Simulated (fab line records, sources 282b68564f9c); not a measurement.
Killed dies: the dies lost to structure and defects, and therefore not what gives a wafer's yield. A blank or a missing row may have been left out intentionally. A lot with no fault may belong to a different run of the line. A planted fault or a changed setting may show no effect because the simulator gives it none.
One fault seen from 2 desks / flow rit cmos / only its own numbers are on each desk; what lay behind them is given at the end

## THE METROLOGY DESK
Lot by lot, what the gauges showed, no matter which tool ran the lot: averages of those sampled wafers that carry a number. Any lot whose mean is over 4 standard deviations away from the usual mean is out of limits and marked OUT; that distance is given in the brackets.
Columns: A = SPACER_NITRIDE_THK at RIT_SPACER_THK_MEAS_04, usual 251.0 nm
lot=L894; first seen here=day 2 20:47; A=251.9
lot=L895; first seen here=day 3 02:48; A=251.5
lot=L897; first seen here=day 3 12:51; A=250.7
lot=L898; first seen here=day 3 17:13; A=292.2 (+17) OUT
lot=L900; first seen here=day 4 04:31; A=249.6
lot=L901; first seen here=day 4 09:52; A=282.7 (+13) OUT
lot=L909; first seen here=day 6 05:31; A=250.5
lot=L911; first seen here=day 6 17:11; A=253.3
lot=L912; first seen here=day 7 03:26; A=250.4
lot=L913; first seen here=day 7 07:10; A=252.3
lot=L914; first seen here=day 7 09:07; A=247.9
lot=L915; first seen here=day 7 14:05; A=251.4
lot=L916; first seen here=day 7 18:44; A=248.0
lot=L917; first seen here=day 7 22:41; A=251.2
Per this desk, out of limits: L898, L901; the first was L898, day 3 17:13 (SPACER_NITRIDE_THK at RIT_SPACER_THK_MEAS_04). L894, L895, L897, L900, L909, L911, L912, L913, L914, L915, L916, L917 stayed within limits.

## FOR THE TOOL OWNER'S DESK: lpcvd-02
The tool's own readings at RIT_SPACER_CVD_03 (deposits Si3N4 from SiH2Cl2/NH3, target thk 250 nm, time 3300 s): means of the sampled wafers that have a number, for each lot that ran on this tool. Any lot whose mean is over 4 standard deviations away from the usual mean is out of limits and marked OUT; that distance is given in the brackets.
Columns: A = pressure mtorr at RIT_SPACER_CVD_03, usual 300.0 mTorr; B = sih2cl2 flow sccm at RIT_SPACER_CVD_03, usual 60.02 sccm; C = susceptor temp C at RIT_SPACER_CVD_03, usual 810.1 C; D = zone power load pct at RIT_SPACER_CVD_03, usual 20.3 %
lot=L895; first seen here=day 3 00:52; A=300.2; B=60.05; C=810.5; D=17.4
lot=L897; first seen here=day 3 10:56; A=298.9; B=59.88; C=810.2; D=17.4
lot=L898; first seen here=day 3 15:18; A=300.5; B=90.08 (+99 or more) OUT; C=810.1; D=17.4
lot=L901; first seen here=day 4 07:55; A=299.3; B=89.69 (+99 or more) OUT; C=810.2; D=17.5
lot=L915; first seen here=day 7 12:10; A=300.4; B=60.12; C=810.2; D=21.0
lot=L916; first seen here=day 7 16:48; A=299.5; B=60.07; C=810.5; D=17.2
lot=L917; first seen here=day 7 20:45; A=300.9; B=60.03; C=810.1; D=21.1
This desk's finding: out of limits on L898, L901; first on L898, day 3 15:18 (sih2cl2 flow sccm at RIT_SPACER_CVD_03). L895, L897, L915, L916, L917 stayed within limits.

## PUT TOGETHER
An alarm could have come from the tool owner's desk at day 3 15:18, on L898, L901.
The metrology desk could have raised an alarm at day 3 17:13, on L898, L901.
Every lot named ran RIT_SPACER_CVD_03 on lpcvd-02.

## WHAT THE SIMULATOR HAD PUT IN
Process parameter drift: lpcvd-02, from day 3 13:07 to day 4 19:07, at RIT_SPACER_CVD_03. Setting sih2cl2 flow sccm, moved by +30, from 60. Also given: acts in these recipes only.
Lots struck among those shown: L898, L901.
Time in hours from fault onset to the first out-of-limits reading at each desk: tool owner's desk 2, metrology desk 4.
